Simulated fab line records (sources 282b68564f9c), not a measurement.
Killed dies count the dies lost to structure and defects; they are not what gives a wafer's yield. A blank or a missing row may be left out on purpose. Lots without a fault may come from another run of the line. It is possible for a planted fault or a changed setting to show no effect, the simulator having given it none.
fab line records	flow rit-cmos
record lots=13	wafers=39	last-day=8
route steps=202 shown FOX2@23 M1@202
lots that met no fault: taken from a fault-free run of the same line
start-h: hours from the record's opening day to when the first of the lot's shown wafers began	wait-h: time in hours since the lot's previous step	" identical to the entry in the row above	L1.1+2: one row covering several wafers at once	- either no value or no given start	* or withheld: withheld	< > ~ a bound
route shown NAME@n: a module of which the file shows steps, and the number in the route of the first	usual: mean and standard deviation over wafers with no fault	same: alike in all rows	chamber/n: place in a boat	sites: per-site readings	_std_site: the standard deviation of these	_edge_site: outer sites' mean less inner sites'	radius-mm: for every site, how far away it sits from the centre of the wafer	mask NAME#n: copy n	behind: the tool/chamber that last shaped the wafer	hold: reason for holding the lot/hours on hold/outcome of the hold	device: transistor that didn't switch, given as n, p or np	end of line: the route-end tests of the same wafers	where a step has no rows: the recipe by itself	killed: the dies lost at the first sort to structure and to defects; this is not the yield of the wafer	map: a wafer's dies, x killed, . not, _ none there
set.NAME: setting as actually run; set.NAME@STEP: the setting as run at that earlier step	model.NAME: the simulator's own value behind a step, which no gauge read
route steps across a sampled set of lots; one table per step, one row per wafer
services: when a tool's chamber went out of use (start-h, in hours from the record's first day, below 0 if earlier), for how many hours, and the reason
## steps
# step RIT_FOX2_OXIDATION_00
# recipe temp-c=1100	ambient=H2O	target-thk-a=3507	p-h2o-torr=720	ox-time-s=1158
# usual spike-tc-centre-C=1102.7/1.1	spike-tc-load-C=1128.5/1.9	spike-tc-source-C=1124/3.4	tube-center-temp-C=1100/0.11	tube_center_temp_C_max=1102.8/0.51
lot.wafer	tool	chamber	start-h	wait-h	spike-tc-centre-C	spike-tc-load-C	spike-tc-source-C	tube-center-temp-C	tube_center_temp_C_max
L218.1	furnace-01	0	22.79	2.2	1101.2	1127.9	1120	1099.9	1103.1
L218.4	"	0	"	"	1103.1	1126.8	1121	1099.8	1102.6
L218.6	"	0	"	"	1101.9	1128.8	1121	1100.1	1102.2
L219.2	furnace-01	0	26.99	0.1	1102.2	1127.9	1123	1100.1	1103.5
L219.3	"	0	"	"	1101.4	1127.4	1121	1100.1	1103.5
L219.4	"	0	"	"	1103.6	1127.6	1122	1100	1102.2
L220.2	furnace-01	0	28.40	0.0	1102.6	1128.9	1121	1100	1102.4
L220.3	"	0	"	"	1102.7	1127.0	1121	1100	1103.2
L220.5	"	0	"	"	1101.4	1128.9	1121	1099.9	1102.4
L221.2	furnace-04	0	34.36	0.0	1103.0	1125.9	1127	1100	1102.5
L221.4	"	0	"	"	1103.3	1126.6	1127	1099.8	1103.1
L221.6	"	0	"	"	1103.4	1127.1	1124	1100	1102.6
L222.3	furnace-01	0	39.91	0.0	1103.9	1130.2	1121	1099.9	1103.4
L222.4	"	0	"	"	1101.7	1125.7	1118	1100	1102.9
L222.5	"	0	"	"	1102.1	1126.5	1120	1100	1102.5
L223.2	furnace-03	0	42.64	0.0	1104.9	1130.0	1127	1099.9	1103.0
L223.4	"	0	"	"	1101.5	1129.2	1130	1099.9	1101.9
L223.5	"	0	"	"	1103.6	1130.6	1128	1100.1	1103.8
L224.1	furnace-03	0	48.24	0.0	1104.7	1129.5	1129	1100	1102.8
L224.4	"	0	"	"	1102.5	1131.2	1127	1100.1	1103.0
L224.5	"	0	"	"	1103.5	1131.0	1128	1099.8	1102.3
L226.3	furnace-03	0	59.41	0.0	1118.5	1145.5	1145	1114.8	1117.2
L226.5	"	0	"	"	1119.1	1146.8	1143	1114.8	1119.1
L226.6	"	0	"	"	1119.0	1147.1	1142	1114.9	1118.3
L232.2	furnace-03	0	89.89	0.0	1118.4	1144.7	1144	1114.9	1117.5
L232.4	"	0	"	"	1117.8	1145.1	1143	1114.9	1117.8
L232.6	"	0	"	"	1116.3	1146.1	1144	1115	1118.0
L236.1	furnace-04	0	109.40	0.8	1102.6	1124.2	1125	1099.9	1102.7
L236.2	"	0	"	"	1102.1	1125.9	1125	1100.1	1102.4
L236.5	"	0	"	"	1103.6	1127.9	1124	1100.1	1103.4
L239.2	furnace-01	0	125.45	0.0	1103.4	1128.7	1121	1100.1	1102.8
L239.5	"	0	"	"	1102.5	1128.2	1122	1100	1102.8
L239.6	"	0	"	"	1101.9	1126.6	1120	1099.8	1102.6
L240.2	furnace-04	0	129.25	0.7	1102.6	1125.9	1125	1100.1	1103.3
L240.4	"	0	"	"	1103.4	1125.8	1124	1100.2	1102.8
L240.6	"	0	"	"	1103.4	1128.0	1127	1100	1102.6
L241.1	furnace-01	0	133.35	0.0	1101.8	1128.0	1120	1100	1102.8
L241.4	"	0	"	"	1101.7	1128.7	1121	1100.1	1102.4
L241.6	"	0	"	"	1101.4	1128.3	1122	1100.2	1102.4
# step RIT_FOX2_THK_MEAS_01
# recipe reads=SiO2_of_FOX2_OXIDATION_00
# usual FOX2_OXIDE_THK=356/7.8
lot.wafer	tool	chamber	start-h	wait-h	hold	FOX2_OXIDE_THK[nm]
L218.1	film-metro-04	-	24.10	0.0	-	357
L218.4	"	-	"	"	-	358
L218.6	"	-	"	"	-	355
L219.2	film-metro-01	-	28.31	0.0	-	351
L219.3	"	-	"	"	-	350
L219.4	"	-	"	"	-	342
L220.2	film-metro-04	-	29.72	0.0	-	360
L220.3	"	-	"	"	-	361
L220.5	"	-	"	"	-	364
L221.2	film-metro-04	-	35.69	0.0	-	368
L221.4	"	-	"	"	-	361
L221.6	"	-	"	"	-	367
L222.3	film-metro-03	-	41.25	0.0	-	365
L222.4	"	-	"	"	-	366
L222.5	"	-	"	"	-	363
L223.2	film-metro-04	-	43.96	0.0	-	347
L223.4	"	-	"	"	-	353
L223.5	"	-	"	"	-	350
L224.1	film-metro-04	-	49.56	0.0	-	357
L224.4	"	-	"	"	-	354
L224.5	"	-	"	"	-	347
L226.3	film-metro-04	-	60.74	0.0	await-dispo/0.2h/release	382
L226.5	"	-	"	"	await-dispo/0.2h/release	381
L226.6	"	-	"	"	await-dispo/0.2h/release	379
L226.3	film-metro-04	-	60.97	0.2	-	382
L226.5	"	-	"	"	-	381
L226.6	"	-	"	"	-	379
L232.2	film-metro-04	-	91.22	0.0	-	375
L232.4	"	-	"	"	-	375
L232.6	"	-	"	"	-	381
L236.1	film-metro-04	-	110.71	0.0	-	356
L236.2	"	-	"	"	-	354
L236.5	"	-	"	"	-	363
L239.2	film-metro-03	-	126.77	0.0	-	331
L239.5	"	-	"	"	-	338
L239.6	"	-	"	"	-	336
L240.2	film-metro-04	-	130.58	0.0	-	362
L240.4	"	-	"	"	-	351
L240.6	"	-	"	"	-	361
L241.1	film-metro-04	-	134.66	0.0	-	349
L241.4	"	-	"	"	-	343
L241.6	"	-	"	"	-	346
# step RIT_FOX2_THK_MEAS_90
# recipe reads=SiO2_of_FOX2_OXIDATION_00
# usual FIELD_OXIDE_LEFT_1_THK=329/7.9
lot.wafer	tool	chamber	start-h	wait-h	hold	FIELD_OXIDE_LEFT_1_THK[nm]
L218.1	film-metro-03	-	24.98	0.0	-	330
L218.4	"	-	"	"	-	331
L218.6	"	-	"	"	-	328
L219.2	film-metro-03	-	29.19	0.0	-	323
L219.3	"	-	"	"	-	323
L219.4	"	-	"	"	-	314
L220.2	film-metro-03	-	30.60	0.0	-	332
L220.3	"	-	"	"	-	333
L220.5	"	-	"	"	-	337
L221.2	film-metro-01	-	36.56	0.0	-	340
L221.4	"	-	"	"	-	333
L221.6	"	-	"	"	-	339
L222.3	film-metro-04	-	42.14	0.0	-	338
L222.4	"	-	"	"	-	339
L222.5	"	-	"	"	-	335
L223.2	film-metro-01	-	44.84	0.0	-	319
L223.4	"	-	"	"	-	326
L223.5	"	-	"	"	-	323
L224.1	film-metro-01	-	50.43	0.0	-	330
L224.4	"	-	"	"	-	326
L224.5	"	-	"	"	-	320
L226.3	film-metro-01	-	65.78	0.0	await-dispo/0.2h/release	354
L226.5	"	-	"	"	await-dispo/0.2h/release	353
L226.6	"	-	"	"	await-dispo/0.2h/release	351
L226.3	film-metro-01	-	66.01	0.2	-	354
L226.5	"	-	"	"	-	353
L226.6	"	-	"	"	-	351
L232.2	film-metro-01	-	92.09	0.0	-	347
L232.4	"	-	"	"	-	348
L232.6	"	-	"	"	-	353
L236.1	film-metro-03	-	111.66	0.0	-	328
L236.2	"	-	"	"	-	326
L236.5	"	-	"	"	-	335
L239.2	film-metro-01	-	127.72	0.0	-	304
L239.5	"	-	"	"	-	310
L239.6	"	-	"	"	-	309
L240.2	film-metro-01	-	131.53	0.0	-	335
L240.4	"	-	"	"	-	323
L240.6	"	-	"	"	-	334
L241.1	film-metro-03	-	135.61	0.0	-	321
L241.4	"	-	"	"	-	316
L241.6	"	-	"	"	-	318
# step RIT_FOX2_THK_MEAS_91
# recipe reads=SiO2_of_FOX2_OXIDATION_00
# usual FIELD_OXIDE_LEFT_2_THK=261/8
lot.wafer	tool	chamber	start-h	wait-h	FIELD_OXIDE_LEFT_2_THK[nm]
L218.1	film-metro-01	-	37.32	0.0	262
L218.4	"	-	"	"	264
L218.6	"	-	"	"	261
L219.2	film-metro-03	-	42.54	0.0	256
L219.3	"	-	"	"	255
L219.4	"	-	"	"	246
L220.2	film-metro-04	-	43.04	0.0	266
L220.3	"	-	"	"	267
L220.5	"	-	"	"	270
L221.2	film-metro-04	-	51.12	0.0	272
L221.4	"	-	"	"	265
L221.6	"	-	"	"	270
L222.3	film-metro-03	-	55.59	0.0	272
L222.4	"	-	"	"	272
L222.5	"	-	"	"	269
L223.2	film-metro-03	-	57.35	0.0	251
L223.4	"	-	"	"	258
L223.5	"	-	"	"	255
L224.1	film-metro-01	-	63.09	0.0	262
L224.4	"	-	"	"	258
L224.5	"	-	"	"	252
L226.3	film-metro-04	-	85.08	0.0	285
L226.5	"	-	"	"	285
L226.6	"	-	"	"	283
L232.2	film-metro-03	-	104.93	0.0	278
L232.4	"	-	"	"	279
L232.6	"	-	"	"	284
L236.1	film-metro-03	-	127.25	0.0	260
L236.2	"	-	"	"	259
L236.5	"	-	"	"	267
L239.2	film-metro-04	-	142.45	0.0	235
L239.5	"	-	"	"	242
L239.6	"	-	"	"	240
L240.2	film-metro-03	-	143.84	0.0	266
L240.4	"	-	"	"	254
L240.6	"	-	"	"	264
L241.1	film-metro-03	-	149.92	0.0	253
L241.4	"	-	"	"	248
L241.6	"	-	"	"	250
# step RIT_M1_PROBE_99
# usual killed_at_M0_to_M3=0.0/0.23	killed-at-contacts=0.1/0.23	killed-at-front-end=7/3	killed-dies=7/3	killed-open=3.3/2.1	killed-short=3.7/1.9
# same gross-dies=264	killed_at_M4_up=0	killed-at-back-side=0	killed-at-other=0
lot.wafer	tool	chamber	start-h	wait-h	killed_at_M0_to_M3	killed-at-contacts	killed-at-front-end	killed-dies	killed-open	killed-short
L226.3	prober-02	-	113.68	0.2	0	0	3	3	1	2
L226.5	prober-02	-	113.78	0.2	0	0	4	4	2	2
L226.6	prober-02	-	113.83	0.2	0	0	15	15	8	7
# killed by level:class
L226.3 GATE:geometric-particle:short=2 GATE:geometric-particle:open=1
L226.5 FOX1:geometric-particle:short=2 REOX:geometric-particle:open=2
L226.6 GATE:geometric-particle:open=4 FOX1:geometric-particle:short=3 FOX1:geometric-particle:open=2 SPACER:geometric-particle:open=2 FOX2:geometric-particle:short=1 GATE:geometric-particle:short=1 SILICIDE:geometric-particle:short=1 SPACER:geometric-particle:short=1
## services
tool	chamber	start-h	hours	kind
furnace-01	-	3.95	2.5	pm
furnace-03	-	20.98	3.4	pm
furnace-03	-	66.09	4.4	pm
furnace-01	-	107.98	4.5	pm
furnace-04	-	110.71	9.0	pm
## key
first-sign step=RIT_FOX2_OXIDATION_00	reading=tube-center-temp-C	direction=up	sigmas=99+	usual=*	struck=*
effect step=RIT_FOX2_OXIDATION_00	reading=tube_center_temp_C_max	direction=up	sigmas=30	usual=*	struck=*
effect step=RIT_FOX2_THK_MEAS_01	reading=visit	direction=added
effect step=RIT_FOX2_THK_MEAS_90	reading=visit	direction=added
effect step=RIT_FOX2_THK_MEAS_91	reading=FIELD_OXIDE_LEFT_2_THK	direction=up	sigmas=2.7	usual=261	struck=282
met-at RIT_FOX2_OXIDATION_00
struck-lots L226,L232
tester-left-out L226,L232
onset-between 48.24 59.41
fault kind=process-parameter-drift	tool=furnace-03	chamber=-	onset-h=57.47	steps=RIT_FOX2_OXIDATION_00	channel=temp-c	offset=*	shape=step	end-h=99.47	acts-in=*	stated=*
# tester-left-out: of these lots the tester's yield and bins aren't shown, on N5 and GAA mostly nor the transistor test; their killed dies are dies lost to structure and defects alone, not to doping, threshold or leakage, so they don't give the yield
